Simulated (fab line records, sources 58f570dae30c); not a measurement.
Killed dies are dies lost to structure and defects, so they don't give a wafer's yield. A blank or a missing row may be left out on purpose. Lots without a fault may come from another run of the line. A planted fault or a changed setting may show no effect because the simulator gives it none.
fab line records | flow berkeley_cmos170
record lots=5 wafers=23
route steps=331 shown START@3 NWELL@27 PWELL@36 ACTIVE@70 PVT@116 PSD@179
start_h: hours from the record's first day to the start of the lot's first wafer shown | wait_h: hours since the lot's step before | " the same as in the row above | L1.1+2: a row that stands for several wafers | - no value, or no start given | * or withheld: withheld | < > ~ a bound
route shown NAME@n: a module of which the file shows steps, and the number in the route of the first | usual: mean/standard deviation of fault-free wafers | same: alike in all rows | chamber/n: place in a boat | sites: the reading at each site | _std_site: their standard deviation | _edge_site: outer sites' mean less inner sites' | radius_mm: how far each site lies from the wafer's centre | mask NAME#n: copy n | behind: the tool/chamber that last shaped the wafer | hold: why the lot was held/for how many hours/how that ended | device: the transistor (n, p or np) that didn't switch | end of line: the same wafers' tests at the end of the route | a step without rows: its recipe alone | killed: dies lost to structure and defects at the first sort, not the wafer's yield | map: a wafer's dies, x killed, . not, _ none there
set.NAME: the setting as run; set.NAME@STEP: as run at that earlier step | model.NAME: the simulator's own value behind a step, which no gauge read
lots whose settings were changed on purpose; a table a step, a row a wafer
## steps
# step UCB170_START_OXIDATION_02
# recipe temp_c=950 ambient=O2 target_thk_a=200 ox_time_s=1800
# columns lot.wafer tool chamber start_h wait_h set.temp_c model.SiO2_of_START_OXIDATION_02.thk_nm
L074.1 furnace-04 0 11.47 1.3 950 20.54
L074.2 " 0 " " 950 20.39
L074.5 " 0 " " 950 20.15
L078.1+3 - - - 1.5 977.8 25.93
L078.4 " - " " 977.8 25.98
L078.5 " - " " 977.8 26.01
L078.6 " - " " 977.8 26.27
L080.2 - - - 1.0 950 19.98
L080.3 " - " " 950 20.14
L080.4 " - " " 950 20.03
L080.5 " - " " 950 20.19
L080.6 " - " " 950 20.47
L081.1 - - - 6.1 950 19.69
L081.2 " - " " 950 19.73
L081.3 " - " " 950 19.56
L081.5 " - " " 950 19.9
L081.6 " - " " 950 19.85
L084.2 - - - 6.5 950 20.23
L084.3 " - " " 950 20.13
L084.4 " - " " 950 20.46
L084.5 " - " " 950 20.28
L084.6 " - " " 950 19.82
# step UCB170_START_THK_MEAS_03
# recipe reads=SiO2_of_START_OXIDATION_02
# usual START_OXIDE_THK=20.1/0.33
# columns lot.wafer tool chamber start_h wait_h set.temp_c@START_OXIDATION_02 START_OXIDE_THK[nm]
L074.1 film_metro-03 - 12.97 0.0 950 20.5
L074.2 " - " " 950 20.3
L074.5 " - " " 950 20.2
L078.1 film_metro-04 - - - 977.8 25.9
L078.3 " - " " 977.8 25.9
L078.4 " - " " 977.8 26.0
L078.5 " - " " 977.8 26.0
L078.6 " - " " 977.8 26.2
L080.2 film_metro-04 - - - 950 20.0
L080.3 " - " " 950 20.2
L080.4 " - " " 950 20.1
L080.5 " - " " 950 20.2
L080.6 " - " " 950 20.5
L081.1 film_metro-01 - - - 950 19.7
L081.2 " - " " 950 19.7
L081.3 " - " " 950 19.6
L081.5 " - " " 950 19.9
L081.6 " - " " 950 19.9
L084.2 film_metro-01 - - - 950 20.3
L084.3 " - " " 950 20.1
L084.4 " - " " 950 20.4
L084.5 " - " " 950 20.3
L084.6 " - " " 950 19.8
# step UCB170_NWELL_ETCH_13
# recipe chemistry=CH3F/Ar/O2 target=Si3N4 stop_on=SiO2 CH3F_flow_sccm=20 Ar_flow_sccm=50 O2_flow_sccm=7 pressure_mtorr=50 rf_w=450 target_depth_a=2464 over_etch_frac=0.1 time_s=154
# columns lot.wafer tool chamber start_h wait_h set.time_s model.KrF_of_NWELL_COAT_07.thk_nm
L074.1 rie_diel-01 3 41.49 0.0 154 714.6
L074.2 " 1 " " 154 716.9
L074.5 " 1 " " 154 716.7
L078.1 rie_diel-01 3 56.62 0.0 165 700.9
L078.3 " 1 " " 165 697.8
L078.4 " 1 " " 154 711
L078.5 " 2 " " 154 713.8
L078.6 " 3 " " 165 697.5
L080.2 rie_diel-01 2 61.80 0.0 154 718.6
L080.3 " 3 " " 154 718.1
L080.4 " 1 " " 154 718.2
L080.5 " 3 " " 139 731.3
L080.6 " 2 " " 139 732.5
L081.1 rie_diel-03 3 79.31 0.0 154 723
L081.2 " 1 " " 154 712.6
L081.3 " 0 " " 154 717.7
L081.5 " 3 " " 154 724.2
L081.6 " 2 " " 154 723.8
L084.2 rie_diel-01 2 92.73 0.0 154 719.4
L084.3 " 3 " " 165.6 707.9
L084.4 " 0 " " 165.6 703
L084.5 " 1 " " 165.6 704
L084.6 " 0 " " 154 715.9
# step UCB170_NWELL_IMPLANT_14
# recipe species=P dose_cm2=1e+13 energy_kev=152.4 tilt_deg=7
# step UCB170_NWELL_STRIP_15
# recipe chemistry=O2 power_w=400 pressure_mtorr=3500 platen_temp_c=withheld o2_flow_sccm=400 overash_fraction=0.5
# usual strip_time_to_endpoint_s=17.94/0.12
# columns lot.wafer tool chamber start_h wait_h set.time_s@NWELL_ETCH_13 strip_time_to_endpoint_s
L074.1 plasma_asher-02 0 41.74 0.1 154 17.85
L074.2 " 1 " " 154 17.90
L074.5 " 0 " " 154 17.90
L078.1 plasma_asher-03 0 56.87 0.1 165 17.52
L078.3 " 0 " " 165 17.47
L078.4 " 1 " " 154 17.76
L078.5 " 1 " " 154 17.84
L078.6 " 0 " " 165 17.44
L080.2 plasma_asher-03 0 62.05 0.1 154 17.94
L080.3 " 1 " " 154 17.93
L080.4 " 0 " " 154 17.93
L080.5 " 0 " " 139 18.25
L080.6 " 1 " " 139 18.28
L081.1 plasma_asher-03 0 79.56 0.1 154 18.07
L081.2 " 1 " " 154 17.80
L081.3 " 1 " " 154 17.92
L081.5 " 0 " " 154 18.10
L081.6 " 1 " " 154 18.06
L084.2 plasma_asher-03 1 92.98 0.1 154 17.97
L084.3 " 1 " " 165.6 17.68
L084.4 " 0 " " 165.6 17.57
L084.5 " 1 " " 165.6 17.60
L084.6 " 0 " " 154 17.89
# step UCB170_PWELL_OXIDATION_02
# recipe temp_c=1000 ambient=O2 target_thk_a=264 ox_time_s=1260
# columns lot.wafer tool chamber start_h wait_h set.temp_c model.SiO2_of_PWELL_OXIDATION_02.thk_nm
L074.1 furnace-02 0 52.75 2.4 1000 26.52
L074.2 " 0 " " 1000 26.28
L074.5 " 0 " " 1000 26.43
L078.1 - - - 1.7 976.9 20.75
L078.3 " - " " 976.9 20.82
L078.4 " - " " 976.9 20.16
L078.5 " - " " 976.9 20.46
L078.6 " - " " 976.9 20.78
L080.2 - - - 2.3 984.7 22.65
L080.3 " - " " 984.7 21.86
L080.4 " - " " 984.7 22.25
L080.5 " - " " 984.7 22.12
L080.6 " - " " 984.7 22.76
L081.1 - - - 5.3 1000 26.28
L081.2 " - " " 1000 26.77
L081.3 " - " " 1000 26.48
L081.5 " - " " 1000 26.8
L081.6 " - " " 1000 26.75
L084.2 - - - 3.6 971.8 20.62
L084.3 " - " " 971.8 20.6
L084.4 " - " " 971.8 20.82
L084.5 " - " " 971.8 20.44
L084.6 " - " " 971.8 20.41
# step UCB170_PWELL_THK_MEAS_03
# recipe reads=SiO2_of_PWELL_OXIDATION_02
# usual PWELL_OXIDE_THK=26.5/0.41
# columns lot.wafer tool chamber start_h wait_h set.temp_c@PWELL_OXIDATION_02 PWELL_OXIDE_THK[nm]
L074.1 film_metro-01 - 54.10 0.0 1000 26.5
L074.2 " - " " 1000 26.3
L074.5 " - " " 1000 26.4
L080.2 film_metro-03 - - - 984.7 22.6
L080.3 " - " " 984.7 21.8
L080.4 " - " " 984.7 22.3
L080.5 " - " " 984.7 22.1
L080.6 " - " " 984.7 22.8
L078.1 film_metro-01 - - - 976.9 20.7
L078.3 " - " " 976.9 20.8
L078.4 " - " " 976.9 20.2
L078.5 " - " " 976.9 20.4
L078.6 " - " " 976.9 20.8
L081.1 film_metro-02 - - - 1000 26.3
L081.2 " - " " 1000 26.8
L081.3 " - " " 1000 26.4
L081.5 " - " " 1000 26.8
L081.6 " - " " 1000 26.7
L084.2 film_metro-02 - - - 971.8 20.6
L084.3 " - " " 971.8 20.6
L084.4 " - " " 971.8 20.9
L084.5 " - " " 971.8 20.4
L084.6 " - " " 971.8 20.4
# step UCB170_PWELL_ANNEAL_04
# recipe temp_c=1000 time_s=900 ambient=N2
# step UCB170_PWELL_CVD_05
# recipe material=Si3N4 target_thk_nm=220 temp_c=800 precursor=SiH2Cl2/NH3 time_s=3300 pressure_mtorr=200 sih2cl2_flow_sccm=25 nh3_flow_sccm=75
# step UCB170_PWELL_DEVELOP_12
# recipe developer=TMAH develop_time_s=45 resist=KrF dev_temp_c=20.46
# step UCB170_PWELL_ETCH_14
# recipe chemistry=CH3F/Ar/O2 target=Si3N4 stop_on=SiO2 CH3F_flow_sccm=20 Ar_flow_sccm=50 O2_flow_sccm=7 pressure_mtorr=50 rf_w=450 target_depth_a=2420 over_etch_frac=0.1 time_s=151
# columns lot.wafer tool chamber start_h wait_h set.temp_c@PWELL_OXIDATION_02 model.SiO2_of_PWELL_OXIDATION_02.thk_nm
L074.1 rie_diel-04 3 62.45 0.0 1000 22.81
L074.2 " 2 " " 1000 21.94
L074.5 " 2 " " 1000 22.08
L080.2 rie_diel-04 2 82.16 0.0 984.7 18.32
L080.3 " 3 " " 984.7 18.19
L080.4 " 0 " " 984.7 18.63
L080.5 " 1 " " 984.7 17.71
L080.6 " 0 " " 984.7 19.13
L078.1 rie_diel-03 0 82.39 0.0 976.9 16.53
L078.3 " 2 " " 976.9 17.22
L078.4 " 3 " " 976.9 16.57
L078.5 " 0 " " 976.9 16.23
L078.6 " 3 " " 976.9 17.17
L081.1 rie_diel-02 1 104.07 0.0 1000 22.61
L081.2 " 3 " " 1000 22.23
L081.3 " 0 " " 1000 22.59
L081.5 " 3 " " 1000 22.25
L081.6 " 0 " " 1000 22.86
L084.2 rie_diel-02 3 114.65 0.0 971.8 16.07
L084.3 " 0 " " 971.8 16.71
L084.4 " 1 " " 971.8 17.14
L084.5 " 3 " " 971.8 15.89
L084.6 " 0 " " 971.8 16.52
# step UCB170_PWELL_IMPLANT_15
# recipe species=B dose_cm2=5e+12 energy_kev=60 tilt_deg=7
# columns lot.wafer tool chamber start_h wait_h set.energy_kev model.implant.rp_nm model.implant.drp_nm
L074.1+2+5 implanter-01 0 62.55 0.1 60 186 64.7
L080.2+3+6 implanter-04 0 82.29 0.1 57.2 181.4 63.07
L080.4+5 " 0 " " 60 189.5 64.7
L078.1+5 implanter-01 0 82.49 0.1 56.78 181.5 62.82
L078.3+4+6 " 0 " " 60 190.9 64.7
L081.1+3+6 implanter-01 0 104.17 0.1 61.16 196 65.36
L081.2+5 " 0 " " 60 192 64.7
L084.2+3+5 implanter-04 0 114.77 0.1 58.63 191.3 63.91
L084.4+6 " 0 " " 60 195.4 64.7
# step UCB170_ACTIVE_EXPOSE_10
# recipe mask_id=ACTIVE target_cd_nm=1200 na=0.5 sigma_outer=0.6 source_shape=conventional dose_mj=20
# columns lot.wafer tool chamber start_h wait_h mask set.dose_mj
L074.1+2+5 krf_scanner-01 0 107.35 0.4 ACTIVE#0 20
L080.2+4+6 krf_scanner-02 0 113.96 0.2 ACTIVE#0 21.46
L080.3+5 " 0 " " ACTIVE#0 20
L078.1+3+4+5+6 krf_scanner-01 0 114.95 0.4 ACTIVE#0 20
L081.1+5 krf_scanner-02 0 137.36 0.2 ACTIVE#0 20
L081.2+3+6 " 0 " " ACTIVE#0 21.49
L084.2+3+6 krf_scanner-01 0 145.37 0.4 ACTIVE#0 20
L084.4+5 " 0 " " ACTIVE#0 20.59
# step UCB170_ACTIVE_PEB_11
# recipe peb_temp_c=130 peb_time_s=withheld resist=KrF
# step UCB170_ACTIVE_DEVELOP_12
# recipe developer=TMAH develop_time_s=45 resist=KrF dev_temp_c=21
# step UCB170_ACTIVE_CD_MEAS_13
# recipe target_cd_nm=1200
# usual cd_nm=1200.6/1.6
# columns lot.wafer tool chamber start_h wait_h set.dose_mj@ACTIVE_EXPOSE_10 cd_nm
L074.1 cd_sem-02 - 108.37 - 20 1200.6
L074.2 " - " " 20 1201.1
L074.5 " - " " 20 1200.4
L080.2 cd_sem-01 - 115.01 - 21.46 1188.2
L080.3 " - " " 20 1200.5
L080.4 " - " " 21.46 1188.8
L080.5 " - " " 20 1199.7
L080.6 " - " " 21.46 1189.0
L078.1 cd_sem-01 - 115.61 - 20 1197.5
L078.3 " - " " 20 1197.5
L078.4 " - " " 20 1197.6
L078.5 " - " " 20 1196.7
L078.6 " - " " 20 1197.5
L081.1 cd_sem-01 - 137.96 - 20 1199.6
L081.2 " - " " 21.49 1187.5
L081.3 " - " " 21.49 1186.8
L081.5 " - " " 20 1198.9
L081.6 " - " " 21.49 1188.4
L084.2 cd_sem-02 - 145.86 - 20 1199.3
L084.3 " - " " 20 1200.0
L084.4 " - " " 20.59 1194.8
L084.5 " - " " 20.59 1193.6
L084.6 " - " " 20 1200.9
# step UCB170_ACTIVE_ETCH_15
# recipe chemistry=CH3F/Ar/O2 target=Si3N4 stop_on=SiO2 CH3F_flow_sccm=20 Ar_flow_sccm=50 O2_flow_sccm=7 pressure_mtorr=50 rf_w=450 target_depth_a=2420 over_etch_frac=0.1 time_s=151
# columns lot.wafer tool chamber start_h wait_h set.dose_mj@ACTIVE_EXPOSE_10 model.ACTIVE.cd_nm
L074.1+2 rie_diel-01 0,1 108.53 0.0 20 1201
L074.5 " 0 " " 20 1200
L080.2+4 rie_diel-04 2,0 115.15 0.0 21.46 1188
L080.3 " 1 " " 20 1201
L080.5 " 2 " " 20 1200
L080.6 " 1 " " 21.46 1189
L078.1+5 rie_diel-01 2,0 115.77 0.0 20 1197
L078.3+4+6 " 3,0,3 " " 20 1198
L081.1+5 rie_diel-01 2,0 138.12 0.0 20 1199
L081.2+3 " 1,3 " " 21.49 1187
L081.6 " 3 " " 21.49 1188
L084.2 rie_diel-01 2 146.00 0.0 20 1199
L084.3 " 1 " " 20 1200
L084.4 " 3 " " 20.59 1195
L084.5 " 3 " " 20.59 1194
L084.6 " 2 " " 20 1201
# step UCB170_ACTIVE_STRIP_16
# recipe chemistry=O2 power_w=400 pressure_mtorr=3500 platen_temp_c=withheld o2_flow_sccm=400 overash_fraction=0.5
# step UCB170_ACTIVE_CD_MEAS_90
# recipe target_cd_nm=1200
# usual cd_nm=1200.5/1.6
# columns lot.wafer tool chamber start_h wait_h set.dose_mj@ACTIVE_EXPOSE_10 cd_nm
L074.1 cd_sem-02 - 108.73 0.1 20 1201.0
L074.2 " - " " 20 1200.7
L074.5 " - " " 20 1200.0
L080.2 cd_sem-02 - 115.40 0.1 21.46 1188.1
L080.3 " - " " 20 1200.4
L080.4 " - " " 21.46 1188.4
L080.5 " - " " 20 1199.9
L080.6 " - " " 21.46 1189.0
L078.1 cd_sem-02 - 116.02 0.1 20 1197.4
L078.3 " - " " 20 1197.4
L078.4 " - " " 20 1197.4
L078.5 " - " " 20 1196.8
L078.6 " - " " 20 1197.7
L081.1 cd_sem-01 - 138.32 0.1 20 1199.3
L081.2 " - " " 21.49 1186.6
L081.3 " - " " 21.49 1186.8
L081.5 " - " " 20 1199.0
L081.6 " - " " 21.49 1188.6
L084.2 cd_sem-02 - 146.22 0.1 20 1199.3
L084.3 " - " " 20 1200.4
L084.4 " - " " 20.59 1195.0
L084.5 " - " " 20.59 1193.9
L084.6 " - " " 20 1200.6
# step UCB170_PVT_COAT_01
# recipe resist=KrF spin_rpm=1500 resist_thk_nm=900
# columns lot.wafer tool chamber start_h wait_h set.spin_rpm model.KrF_of_PVT_COAT_01.thk_nm
L074.1 litho_track-01 0 144.01 0.1 1500 901
L074.2 " 0 " " 1500 902.1
L074.5 " 0 " " 1500 903.1
L078.1 litho_track-01 0 155.50 0.1 1500 899.8
L078.3 " 0 " " 1607 871.4
L078.4 " 0 " " 1500 900.2
L078.5 " 0 " " 1607 869.7
L078.6 " 0 " " 1607 869.1
L080.2 litho_track-04 0 155.67 0.1 1500 897.7
L080.3 " 0 " " 1550 883.5
L080.4 " 0 " " 1500 897.6
L080.5 " 0 " " 1550 883.7
L080.6 " 0 " " 1550 887.4
L081.1 litho_track-04 0 181.71 0.1 1500 899.4
L081.2 " 0 " " 1500 901.2
L081.3 " 0 " " 1500 898.9
L081.5 " 0 " " 1500 902.8
L081.6 " 0 " " 1500 901
L084.2 litho_track-03 0 190.67 0.1 1500 898
L084.3 " 0 " " 1468 909.3
L084.4 " 0 " " 1500 895.1
L084.5 " 0 " " 1468 908.6
L084.6 " 0 " " 1468 909.6
# step UCB170_PVT_IMPLANT_07
# recipe species=P dose_cm2=2e+12 energy_kev=30 tilt_deg=7
# columns lot.wafer tool chamber start_h wait_h set.dose_cm2
L074.1+2+5 implanter-04 0 144.74 0.0 2e+12
L078.1+4+6 implanter-03 0 156.56 0.0 1.912e+12
L078.3+5 " 0 " " 2e+12
L080.2+3+4+5+6 implanter-04 0 156.86 0.0 2e+12
L081.1+2+3+5+6 implanter-04 0 182.62 0.0 2e+12
L084.2+3+4+5+6 implanter-02 0 191.73 0.0 2e+12
# step UCB170_PVT_STRIP_08
# recipe chemistry=O2 power_w=400 pressure_mtorr=3500 platen_temp_c=withheld o2_flow_sccm=400 overash_fraction=0.5
# usual strip_time_to_endpoint_s=21.63/0.05
# columns lot.wafer tool chamber start_h wait_h set.spin_rpm@PVT_COAT_01 strip_time_to_endpoint_s
L074.1 plasma_asher-04 1 144.89 0.1 1500 21.63
L074.2 " 0 " " 1500 21.67
L074.5 " 0 " " 1500 21.71
L078.1 plasma_asher-01 1 156.71 0.1 1500 21.61
L078.3 " 1 " " 1607 20.94
L078.4 " 0 " " 1500 21.61
L078.5 " 0 " " 1607 20.89
L078.6 " 1 " " 1607 20.90
L080.2 plasma_asher-04 1 156.98 0.1 1500 21.58
L080.3 " 1 " " 1550 21.23
L080.4 " 0 " " 1500 21.56
L080.5 " 1 " " 1550 21.24
L080.6 " 0 " " 1550 21.35
L081.1 plasma_asher-01 1 182.77 0.1 1500 21.61
L081.2 " 0 " " 1500 21.66
L081.3 " 1 " " 1500 21.61
L081.5 " 0 " " 1500 21.71
L081.6 " 1 " " 1500 21.65
L084.2 plasma_asher-01 1 191.85 0.1 1500 21.56
L084.3 " 1 " " 1468 21.84
L084.4 " 0 " " 1500 21.52
L084.5 " 0 " " 1468 21.84
L084.6 " 1 " " 1468 21.86
# step UCB170_PSD_PEB_04
# recipe peb_temp_c=130 peb_time_s=withheld resist=KrF
# columns lot.wafer tool chamber start_h wait_h set.peb_temp_c
L074.1+2+5 litho_track-04 0 171.22 0.1 130
L078.1+3+5 litho_track-03 0 187.22 0.3 126.9
L078.4+6 " 0 " " 130
L080.2+4+6 litho_track-04 0 187.52 0.1 130
L080.3+5 " 0 " " 126.3
L081.1+2+3+5+6 litho_track-04 0 210.14 0.1 130
L084.2+4+5 litho_track-04 0 226.43 0.1 130
L084.3+6 " 0 " " 131.5
# step UCB170_PSD_DEVELOP_05
# recipe developer=TMAH develop_time_s=45 resist=KrF dev_temp_c=21
# step UCB170_PSD_CD_MEAS_06
# recipe target_cd_nm=1200
# usual cd_nm=1199.7/1.5
# columns lot.wafer tool chamber start_h wait_h set.peb_temp_c@PSD_PEB_04 cd_nm
L074.1 cd_sem-02 - 171.50 - 130 1199.3
L074.2 " - " " 130 1198.2
L074.5 " - " " 130 1200.8
L078.1 cd_sem-01 - 187.49 - 126.9 1176.5
L078.3 " - " " 126.9 1176.2
L078.4 " - " " 130 1200.1
L078.5 " - " " 126.9 1175.9
L078.6 " - " " 130 1199.1
L080.2 cd_sem-01 - 187.89 - 130 1199.7
L080.3 " - " " 126.3 1172.2
L080.4 " - " " 130 1201.0
L080.5 " - " " 126.3 1171.7
L080.6 " - " " 130 1201.6
L081.1 cd_sem-01 - 210.41 - 130 1199.9
L081.2 " - " " 130 1198.4
L081.3 " - " " 130 1199.4
L081.5 " - " " 130 1198.7
L081.6 " - " " 130 1198.1
L084.2 cd_sem-02 - 226.70 - 130 1199.6
L084.3 " - " " 131.5 1208.9
L084.4 " - " " 130 1198.6
L084.5 " - " " 130 1199.2
L084.6 " - " " 131.5 1210.1
## key
split step=UCB170_START_OXIDATION_02 setting=temp_c stated=950 by=lot
response step=UCB170_START_OXIDATION_02 reading=model.SiO2_of_START_OXIDATION_02.thk_nm change=+2.03 per=1% r=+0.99
response step=UCB170_START_THK_MEAS_03 reading=START_OXIDE_THK change=+2.02 per=1% r=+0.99
split step=UCB170_NWELL_ETCH_13 setting=time_s stated=154 by=wafer
response step=UCB170_NWELL_ETCH_13 reading=model.KrF_of_NWELL_COAT_07.thk_nm change=-1.61 per=1% r=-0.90
response step=UCB170_NWELL_STRIP_15 reading=strip_time_to_endpoint_s change=* per=1% r=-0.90
split step=UCB170_PWELL_OXIDATION_02 setting=temp_c stated=1000 by=lot
response step=UCB170_PWELL_OXIDATION_02 reading=model.SiO2_of_PWELL_OXIDATION_02.thk_nm change=+2.28 per=1% r=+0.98
response step=UCB170_PWELL_THK_MEAS_03 reading=PWELL_OXIDE_THK change=+2.28 per=1% r=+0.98
response step=UCB170_PWELL_ETCH_14 reading=model.SiO2_of_PWELL_OXIDATION_02.thk_nm change=+2.24 per=1% r=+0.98
split step=UCB170_PWELL_IMPLANT_15 setting=energy_kev stated=60 by=wafer
response step=UCB170_PWELL_IMPLANT_15 reading=model.implant.rp_nm change=+1.77 per=1% r=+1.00
response step=UCB170_PWELL_IMPLANT_15 reading=model.implant.drp_nm change=+0.349 per=1% r=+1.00
split step=UCB170_ACTIVE_EXPOSE_10 setting=dose_mj stated=20 by=wafer
response step=UCB170_ACTIVE_CD_MEAS_13 reading=cd_nm change=-1.6 per=1% r=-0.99
response step=UCB170_ACTIVE_ETCH_15 reading=model.ACTIVE.cd_nm change=-1.61 per=1% r=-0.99
response step=UCB170_ACTIVE_CD_MEAS_90 reading=cd_nm change=-1.62 per=1% r=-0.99
split step=UCB170_PVT_COAT_01 setting=spin_rpm stated=1500 by=wafer
response step=UCB170_PVT_COAT_01 reading=model.KrF_of_PVT_COAT_01.thk_nm change=-4.25 per=1% r=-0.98
response step=UCB170_PVT_STRIP_08 reading=strip_time_to_endpoint_s change=* per=1% r=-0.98
split step=UCB170_PVT_IMPLANT_07 setting=dose_cm2 stated=2e+12 by=wafer
response none clear
split step=UCB170_PSD_PEB_04 setting=peb_temp_c stated=130 by=wafer
response step=UCB170_PSD_CD_MEAS_06 reading=cd_nm change=+9.91 per=1% r=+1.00
